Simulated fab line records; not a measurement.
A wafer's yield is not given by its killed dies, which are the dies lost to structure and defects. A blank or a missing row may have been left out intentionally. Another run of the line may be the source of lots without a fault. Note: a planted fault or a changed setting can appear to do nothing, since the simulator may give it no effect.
Which tool is to blame? :: flow berkeley cmos170 :: Sampling: 13 lots, 39 wafers, 5 of 331 route steps

== WHAT THE GAUGES SHOWED, per wafer ==
UCB170_V1_THK_MEAS_04.
lot: L504
measured: day 7 19:55
on: film metro-01
V1_POLISHED_THK (nm): 1000.0 999.9 1000.6

lot: L507
measured: day 8 05:24
on: film metro-02
V1_POLISHED_THK (nm): 999.2 1000.1 997.9

lot: L506
measured: day 8 06:45
on: film metro-01
V1_POLISHED_THK (nm): 998.4 999.6 999.6

lot: L505
measured: day 8 06:49
on: film metro-02
V1_POLISHED_THK (nm): 1002.1 998.2 1001.3

lot: L509
measured: day 9 00:23
on: film metro-02
V1_POLISHED_THK (nm): 1000.7 1000.1 1000.1

lot: L508
measured: day 9 01:42
on: film metro-02
V1_POLISHED_THK (nm): 1000.9 1001.3 999.2

lot: L510
measured: day 9 01:43
on: film metro-03
V1_POLISHED_THK (nm): 1000.3 1001.9 1002.2

lot: L511
measured: day 9 11:52
on: film metro-02
V1_POLISHED_THK (nm): 998.7 1000.8 998.9

lot: L520
measured: day 10 15:48
on: film metro-02
V1_POLISHED_THK (nm): 999.2 1000.1 1001.4

lot: L521
measured: day 11 14:14
on: film metro-03
V1_POLISHED_THK (nm): 1000.3 1001.2 1001.4

lot: L523
measured: day 11 15:44
on: film metro-03
V1_POLISHED_THK (nm): 1000.2 1001.4 1001.1

lot: L524
measured: day 12 02:28
on: film metro-03
V1_POLISHED_THK (nm): 999.5 1000.6 999.7

lot: L525
measured: day 12 03:47
on: film metro-01
V1_POLISHED_THK (nm): 998.1 999.4 999.2

UCB170_V1_CD_MEAS_12 targets a cd of 700 nm.
lot: L504
measured: day 7 21:34
on: cd sem-01
cd nm (nm): 701.5 700.7 701.5

lot: L507
measured: day 8 06:38
on: cd sem-01
cd nm (nm): 699.0 697.5 698.0

lot: L506
measured: day 8 07:59
on: cd sem-02
cd nm (nm): 700.8 701.2 700.1

lot: L505
measured: day 8 08:42
on: cd sem-02
cd nm (nm): 697.8 696.9 698.1

lot: L509
measured: day 9 01:36
on: cd sem-02
cd nm (nm): 701.9 701.2 700.6

lot: L508
measured: day 9 03:09
on: cd sem-02
cd nm (nm): 699.0 700.9 698.5

lot: L510
measured: day 9 02:56
on: cd sem-01
cd nm (nm): 698.1 698.2 696.9

lot: L511
measured: day 9 14:44
on: cd sem-02
cd nm (nm): 701.5 701.4 699.9

lot: L520
measured: day 10 19:35
on: cd sem-02
cd nm (nm): 698.4 699.1 699.3

lot: L521
measured: day 11 16:10
on: cd sem-01
cd nm (nm): 700.0 699.5 698.7

lot: L523
measured: day 11 17:01
on: cd sem-01
cd nm (nm): 699.8 701.1 700.4

lot: L524
measured: day 12 04:04
on: cd sem-01
cd nm (nm): 702.1 701.5 702.5

lot: L525
measured: day 12 05:15
on: cd sem-01
cd nm (nm): 700.8 702.1 700.3

UCB170_V2_OVL_MEAS_13.
lot: L504
measured: day 8 03:41
on: overlay-02
V2_OVL (nm): -2 -1 -3

lot: L507
measured: day 8 12:55
on: overlay-01
V2_OVL (nm): -2 -4 1

lot: L506
measured: day 8 14:12
on: overlay-02
V2_OVL (nm): 4 5 5

lot: L505
measured: day 8 15:44
on: overlay-01
V2_OVL (nm): 4 -5 -4

lot: L509
measured: day 9 06:38
on: overlay-02
V2_OVL (nm): 3 7 6

lot: L508
measured: day 9 08:26
on: overlay-02
V2_OVL (nm): -5 -1 -1

lot: L510
measured: day 9 08:04
on: overlay-02
V2_OVL (nm): -1 -2 2

lot: L511
measured: day 9 21:25
on: overlay-02
V2_OVL (nm): 2 2 4

lot: L520
measured: day 11 02:22
on: overlay-01
V2_OVL (nm): 3 4 2

lot: L521
measured: day 11 21:11
on: overlay-01
V2_OVL (nm): 12 12 10

lot: L523
measured: day 11 22:51
on: overlay-02
V2_OVL (nm): 6 -6 2

lot: L524
measured: day 12 09:16
on: overlay-02
V2_OVL (nm): 6 9 1

lot: L525
measured: day 12 10:44
on: overlay-01
V2_OVL (nm): 1 -1 9

== EACH LOT AND THE TOOL THAT RAN IT (in order: tool; ch and the chambers of the sampled wafers; start) ==
lot: L504
UCB170_M2_METAL_ETCH_18: rie metal-04 ch 1, day 8 00:55
UCB170_M2_STRIP_19: plasma asher-04 ch 1, day 8 01:17

lot: L507
UCB170_M2_METAL_ETCH_18: rie metal-04 ch 1, day 8 09:52
UCB170_M2_STRIP_19: plasma asher-04 ch 0,1, day 8 10:15

lot: L506
UCB170_M2_METAL_ETCH_18: rie metal-03 ch 0,1, day 8 11:23
UCB170_M2_STRIP_19: plasma asher-04 ch 0,1, day 8 11:33

lot: L505
UCB170_M2_METAL_ETCH_18: rie metal-01 ch 0,1, day 8 12:23
UCB170_M2_STRIP_19: plasma asher-03 ch 0, day 8 12:34

lot: L509
UCB170_M2_METAL_ETCH_18: rie metal-03 ch 0,1, day 9 04:23
UCB170_M2_STRIP_19: plasma asher-04 ch 0,1, day 9 04:34

lot: L508
UCB170_M2_METAL_ETCH_18: rie metal-01 ch 0,1, day 9 05:56
UCB170_M2_STRIP_19: plasma asher-02 ch 0,1, day 9 06:07

lot: L510
UCB170_M2_METAL_ETCH_18: rie metal-04 ch 0,1, day 9 05:41
UCB170_M2_STRIP_19: plasma asher-04 ch 0,1, day 9 05:52

lot: L511
UCB170_M2_METAL_ETCH_18: rie metal-04 ch 1, day 9 19:01
UCB170_M2_STRIP_19: plasma asher-04 ch 0,1, day 9 19:12

lot: L520
UCB170_M2_METAL_ETCH_18: rie metal-04 ch 0,1, day 10 22:35
UCB170_M2_STRIP_19: plasma asher-03 ch 0,1, day 10 22:45

lot: L521
UCB170_M2_METAL_ETCH_18: rie metal-03 ch 1, day 11 18:56
UCB170_M2_STRIP_19: plasma asher-02 ch 0,1, day 11 19:07

lot: L523
UCB170_M2_METAL_ETCH_18: rie metal-01 ch 0,1, day 11 20:04
UCB170_M2_STRIP_19: plasma asher-02 ch 0,1, day 11 20:15

lot: L524
UCB170_M2_METAL_ETCH_18: rie metal-01 ch 1, day 12 06:53
UCB170_M2_STRIP_19: plasma asher-04 ch 0,1, day 12 07:04

lot: L525
UCB170_M2_METAL_ETCH_18: rie metal-03 ch 0,1, day 12 08:21
UCB170_M2_STRIP_19: plasma asher-04 ch 0,1, day 12 08:32
- UCB170_M2_METAL_ETCH_18: etches Al in Cl2/BCl3, stops on SiO2, target depth 1170 nm, time 195 s.
- UCB170_M2_STRIP_19: strips in O2.

== WHAT THE TOOLS THEMSELVES READ (means of the sampled wafers that have a number; where no wafer has one, the mark that the record gives instead) ==
UCB170_M2_METAL_ETCH_18.
lot: L504
tool: rie metal-04
bcl3 flow sccm (sccm): 45.08
chamber pressure mTorr (mTorr): 11.999
drypump motor current A (A): 5.93
he backside leak sccm (sccm): 3.38
oes product au (a.u.): 0.839
throttle valve pct (%): 24.08

lot: L507
tool: rie metal-04
bcl3 flow sccm (sccm): 44.86
chamber pressure mTorr (mTorr): 11.995
drypump motor current A (A): 5.96
he backside leak sccm (sccm): 3.52
oes product au (a.u.): 0.843
throttle valve pct (%): 24.07

lot: L506
tool: rie metal-03
bcl3 flow sccm (sccm): 45.06
chamber pressure mTorr (mTorr): 11.997
drypump motor current A (A): 6.11
he backside leak sccm (sccm): 3.15
oes product au (a.u.): 0.839
throttle valve pct (%): 24.48

lot: L505
tool: rie metal-01
bcl3 flow sccm (sccm): 45.03
chamber pressure mTorr (mTorr): 12.001
drypump motor current A (A): 5.76
he backside leak sccm (sccm): 3.46
oes product au (a.u.): 0.872
throttle valve pct (%): 24.31

lot: L509
tool: rie metal-03
bcl3 flow sccm (sccm): 45.05
chamber pressure mTorr (mTorr): 11.983
drypump motor current A (A): 6.10
he backside leak sccm (sccm): 3.17
oes product au (a.u.): 0.846
throttle valve pct (%): 24.49

lot: L508
tool: rie metal-01
bcl3 flow sccm (sccm): 44.87
chamber pressure mTorr (mTorr): 12.002
drypump motor current A (A): 5.76
he backside leak sccm (sccm): 3.63
oes product au (a.u.): 0.868
throttle valve pct (%): 24.31

lot: L510
tool: rie metal-04
bcl3 flow sccm (sccm): 45.11
chamber pressure mTorr (mTorr): 12.001
drypump motor current A (A): 5.92
he backside leak sccm (sccm): 3.34
oes product au (a.u.): 0.840
throttle valve pct (%): 24.16

lot: L511
tool: rie metal-04
bcl3 flow sccm (sccm): 45.00
chamber pressure mTorr (mTorr): 6.008
drypump motor current A (A): 5.94
he backside leak sccm (sccm): 3.30
oes product au (a.u.): 0.838
throttle valve pct (%): 24.08

lot: L520
tool: rie metal-04
bcl3 flow sccm (sccm): 44.93
chamber pressure mTorr (mTorr): 6.004
drypump motor current A (A): 5.91
he backside leak sccm (sccm): 3.44
oes product au (a.u.): 0.848
throttle valve pct (%): 24.17

lot: L521
tool: rie metal-03
bcl3 flow sccm (sccm): 44.94
chamber pressure mTorr (mTorr): 11.993
drypump motor current A (A): 6.13
he backside leak sccm (sccm): 2.97
oes product au (a.u.): 0.841
throttle valve pct (%): 24.46

lot: L523
tool: rie metal-01
bcl3 flow sccm (sccm): 45.14
chamber pressure mTorr (mTorr): 11.996
drypump motor current A (A): 5.85
he backside leak sccm (sccm): 3.49
oes product au (a.u.): 0.879
throttle valve pct (%): 24.23

lot: L524
tool: rie metal-01
bcl3 flow sccm (sccm): 45.12
chamber pressure mTorr (mTorr): 12.004
drypump motor current A (A): 5.93
he backside leak sccm (sccm): 3.50
oes product au (a.u.): 0.879
throttle valve pct (%): 24.13

lot: L525
tool: rie metal-03
bcl3 flow sccm (sccm): 44.88
chamber pressure mTorr (mTorr): 12.002
drypump motor current A (A): 6.04
he backside leak sccm (sccm): 3.03
oes product au (a.u.): 0.848
throttle valve pct (%): 24.52

UCB170_M2_STRIP_19.
lot: L504
tool: plasma asher-04
drypump motor current A (A): 6.1
oes product au (a.u.): 0.579

lot: L507
tool: plasma asher-04
drypump motor current A (A): 6.1
oes product au (a.u.): 0.558

lot: L506
tool: plasma asher-04
drypump motor current A (A): 6.1
oes product au (a.u.): 0.537

lot: L505
tool: plasma asher-03
drypump motor current A (A): 6.7
oes product au (a.u.): 0.535

lot: L509
tool: plasma asher-04
drypump motor current A (A): 6.1
oes product au (a.u.): 0.537

lot: L508
tool: plasma asher-02
drypump motor current A (A): 5.4
oes product au (a.u.): 0.540

lot: L510
tool: plasma asher-04
drypump motor current A (A): 6.1
oes product au (a.u.): 0.562

lot: L511
tool: plasma asher-04
drypump motor current A (A): 6.1
oes product au (a.u.): 0.607

lot: L520
tool: plasma asher-03
drypump motor current A (A): 6.4
oes product au (a.u.): 0.601

lot: L521
tool: plasma asher-02
drypump motor current A (A): 5.8
oes product au (a.u.): 0.534

lot: L523
tool: plasma asher-02
drypump motor current A (A): 5.4
oes product au (a.u.): 0.543

lot: L524
tool: plasma asher-04
drypump motor current A (A): 6.1
oes product au (a.u.): 0.542

lot: L525
tool: plasma asher-04
drypump motor current A (A): 6.1
oes product au (a.u.): 0.544

== THE ANSWER, worked out from the rows above alone ==
Rule: what is usual is taken from the lots themselves. Put in order of their means at a reading, lots are off if they are a third of the lots or fewer, leave a main group of 4 or more, and stand apart from it by a gap of 3 or more times the standard deviation of the main group's means; of several such gaps the widest counts. A main group is skipped when, at the precision printed for the reading in the tables above, its means are all equal. A lot without any number at a reading at which 4 lots or more have one is off too. All remaining lots with rows at the step are treated as sound. The gauges are gone through in route order, then the tools' own readings, and for those a lot's mean is taken as printed above. At the first step where some lot is off, the reading lying furthest off is the one used; lots without a number count as furthest.
Off: L511, L520, at UCB170_M2_METAL_ETCH_18 (chamber pressure mTorr). For the main group the mean is 11.998 mTorr and the standard deviation 0.0056.
A tool fits if, at that step or a process step before it, it ran every lot that is off, and no sound lot after the first of them. One fits: rie metal-04 at UCB170_M2_METAL_ETCH_18. A fault onset in the window from L510 (day 9 05:41, its last sound lot) to L511 (day 9 19:01, its first lot off) fits.
The tool's own readings at UCB170_M2_METAL_ETCH_18 bear it out: on the lots that are off they differ by more than 5 times the standard deviation of the sound lots' means. chamber pressure mTorr reads 6.006 mTorr there against 11.998 mTorr on the sound lots.

== WHAT THE SIMULATOR HAD INSERTED ==
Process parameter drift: rie metal-04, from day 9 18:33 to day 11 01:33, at UCB170_M2_METAL_ETCH_18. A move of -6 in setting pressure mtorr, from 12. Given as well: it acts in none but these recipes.
Shown lots that were struck: L511, L520. The same result came from the rule above.
